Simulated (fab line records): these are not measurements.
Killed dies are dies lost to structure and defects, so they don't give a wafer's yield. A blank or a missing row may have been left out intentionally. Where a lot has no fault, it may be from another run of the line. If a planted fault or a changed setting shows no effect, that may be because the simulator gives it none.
Split-lot study :: flow rit cmos :: on a route of 202 steps: 5 lots, 27 wafers read

## THE SPLIT ITSELF
At RIT_ACTIVE_DEVELOP_10 (develop time 50 s), the setting develop time s was moved away from the recipe's 50 s on 9 of the 27 wafers read, by -54.0% to +39.7%. The other wafers ran this setting at the recipe's value.

## FROM THE SPLIT TO THE READING: what the file shows between them, 4 steps
- RIT_ACTIVE_CD_MEAS_11: target cd 1400 nm
- RIT_ACTIVE_HARDBAKE_12: time 60 s
- RIT_ACTIVE_ETCH_13: etches Si3N4 in SF6, stops on SiO2, time 210 s, target depth 210 nm
- RIT_ACTIVE_STRIP_14: strips in O2, time 180 s

## THE READING
At RIT_ACTIVE_CD_MEAS_90: cd nm in nanometres, against a target cd of 1400 nm. Fault-free wafers of this fab line usually give 1400 nm, standard deviation 3 nm.

wafer: L075.1
tool, chamber at the split: litho track-04, 0
develop time s as run, s: 50
against the recipe: recipe
cd nm, nm: 1401
against lot-mates on the recipe: -

wafer: L075.2
tool, chamber at the split: litho track-04, 0
develop time s as run, s: 69.83
against the recipe: +39.7%
cd nm, nm: 1371
against lot-mates on the recipe: -32

wafer: L075.3
tool, chamber at the split: litho track-04, 0
develop time s as run, s: 50
against the recipe: recipe
cd nm, nm: 1404
against lot-mates on the recipe: -

wafer: L075.4
tool, chamber at the split: litho track-04, 0
develop time s as run, s: 69.83
against the recipe: +39.7%
cd nm, nm: 1373
against lot-mates on the recipe: -30

wafer: L075.5
tool, chamber at the split: litho track-04, 0
develop time s as run, s: 50
against the recipe: recipe
cd nm, nm: 1404
against lot-mates on the recipe: -

wafer: L075.6
tool, chamber at the split: litho track-04, 0
develop time s as run, s: 69.83
against the recipe: +39.7%
cd nm, nm: 1372
against lot-mates on the recipe: -31

wafer: L078.3
tool, chamber at the split: litho track-01, 0
develop time s as run, s: 50
against the recipe: recipe
cd nm, nm: 1400
against lot-mates on the recipe: -

wafer: L078.4
tool, chamber at the split: litho track-01, 0
develop time s as run, s: 50
against the recipe: recipe
cd nm, nm: 1401
against lot-mates on the recipe: -

wafer: L078.6
tool, chamber at the split: litho track-01, 0
develop time s as run, s: 50
against the recipe: recipe
cd nm, nm: 1401
against lot-mates on the recipe: -

wafer: L080.1
tool, chamber at the split: litho track-04, 0
develop time s as run, s: 50
against the recipe: recipe
cd nm, nm: 1399
against lot-mates on the recipe: -

wafer: L080.2
tool, chamber at the split: litho track-04, 0
develop time s as run, s: 50
against the recipe: recipe
cd nm, nm: 1400
against lot-mates on the recipe: -

wafer: L080.3
tool, chamber at the split: litho track-04, 0
develop time s as run, s: 50
against the recipe: recipe
cd nm, nm: 1397
against lot-mates on the recipe: -

wafer: L080.4
tool, chamber at the split: litho track-04, 0
develop time s as run, s: 50
against the recipe: recipe
cd nm, nm: 1397
against lot-mates on the recipe: -

wafer: L080.5
tool, chamber at the split: litho track-04, 0
develop time s as run, s: 50
against the recipe: recipe
cd nm, nm: 1397
against lot-mates on the recipe: -

wafer: L080.6
tool, chamber at the split: litho track-04, 0
develop time s as run, s: 50
against the recipe: recipe
cd nm, nm: 1401
against lot-mates on the recipe: -

wafer: L082.1
tool, chamber at the split: litho track-04, 0
develop time s as run, s: 50
against the recipe: recipe
cd nm, nm: 1400
against lot-mates on the recipe: -

wafer: L082.2
tool, chamber at the split: litho track-04, 0
develop time s as run, s: 22.98
against the recipe: -54.0%
cd nm, nm: 1489
against lot-mates on the recipe: +89

wafer: L082.3
tool, chamber at the split: litho track-04, 0
develop time s as run, s: 50
against the recipe: recipe
cd nm, nm: 1400
against lot-mates on the recipe: -

wafer: L082.4
tool, chamber at the split: litho track-04, 0
develop time s as run, s: 50
against the recipe: recipe
cd nm, nm: 1399
against lot-mates on the recipe: -

wafer: L082.5
tool, chamber at the split: litho track-04, 0
develop time s as run, s: 22.98
against the recipe: -54.0%
cd nm, nm: 1490
against lot-mates on the recipe: +90

wafer: L082.6
tool, chamber at the split: litho track-04, 0
develop time s as run, s: 22.98
against the recipe: -54.0%
cd nm, nm: 1489
against lot-mates on the recipe: +89

wafer: L085.1
tool, chamber at the split: litho track-02, 0
develop time s as run, s: 35.86
against the recipe: -28.3%
cd nm, nm: 1432
against lot-mates on the recipe: +34

wafer: L085.2
tool, chamber at the split: litho track-02, 0
develop time s as run, s: 50
against the recipe: recipe
cd nm, nm: 1400
against lot-mates on the recipe: -

wafer: L085.3
tool, chamber at the split: litho track-02, 0
develop time s as run, s: 35.86
against the recipe: -28.3%
cd nm, nm: 1435
against lot-mates on the recipe: +37

wafer: L085.4
tool, chamber at the split: litho track-02, 0
develop time s as run, s: 35.86
against the recipe: -28.3%
cd nm, nm: 1433
against lot-mates on the recipe: +35

wafer: L085.5
tool, chamber at the split: litho track-02, 0
develop time s as run, s: 50
against the recipe: recipe
cd nm, nm: 1398
against lot-mates on the recipe: -

wafer: L085.6
tool, chamber at the split: litho track-02, 0
develop time s as run, s: 50
against the recipe: recipe
cd nm, nm: 1397
against lot-mates on the recipe: -

THE FIT
A straight line over all 27 wafers: cd nm changes by -1.26 nm for each +1% of develop time s; r = -0.95; the points scatter about the line by 9.8 nm.
The same after taking each lot's own level away (the mean of its wafers on the recipe; 27 wafers): -1.3 nm for each +1%; r = -0.96; scatter 8.8 nm.
On that fit, the largest move of develop time s shifts the reading by 70 nm.
The span of the lots' own levels, 1398.3 to 1403.0 nm, comes to 1.6 times the standard deviation stated above.
Hence the lot-to-lot level has little effect on the slope; both slopes agree.
Check: with one of the wafers moved furthest among these (-54.0%) left out of the fit, the line predicts +70.9 nm for it against its lot-mates. Against them it came out at +89.3 nm.

## THE WHOLE CHAIN: every reading that the file lists as answering this split, in the file's order
step: RIT_ACTIVE_CD_MEAS_11
what it does: target cd 1400 nm
reading: cd nm
change (the file's fit): -1.34 nm for each +1% of the setting
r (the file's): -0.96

step: RIT_ACTIVE_ETCH_13
what it does: etches Si3N4 in SF6, stops on SiO2, time 210 s, target depth 210 nm
reading: ACTIVE.cd nm (the simulator's own value, which no gauge read)
change (the file's fit): -1.33 nm for each +1% of the setting
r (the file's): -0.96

step: RIT_ACTIVE_CD_MEAS_90
what it does: target cd 1400 nm
reading: cd nm
change (the file's fit): -1.34 nm for each +1% of the setting
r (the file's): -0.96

## THE FILE'S OWN FIT
cd nm changes by -1.34 nm for each +1% of develop time s, r = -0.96.
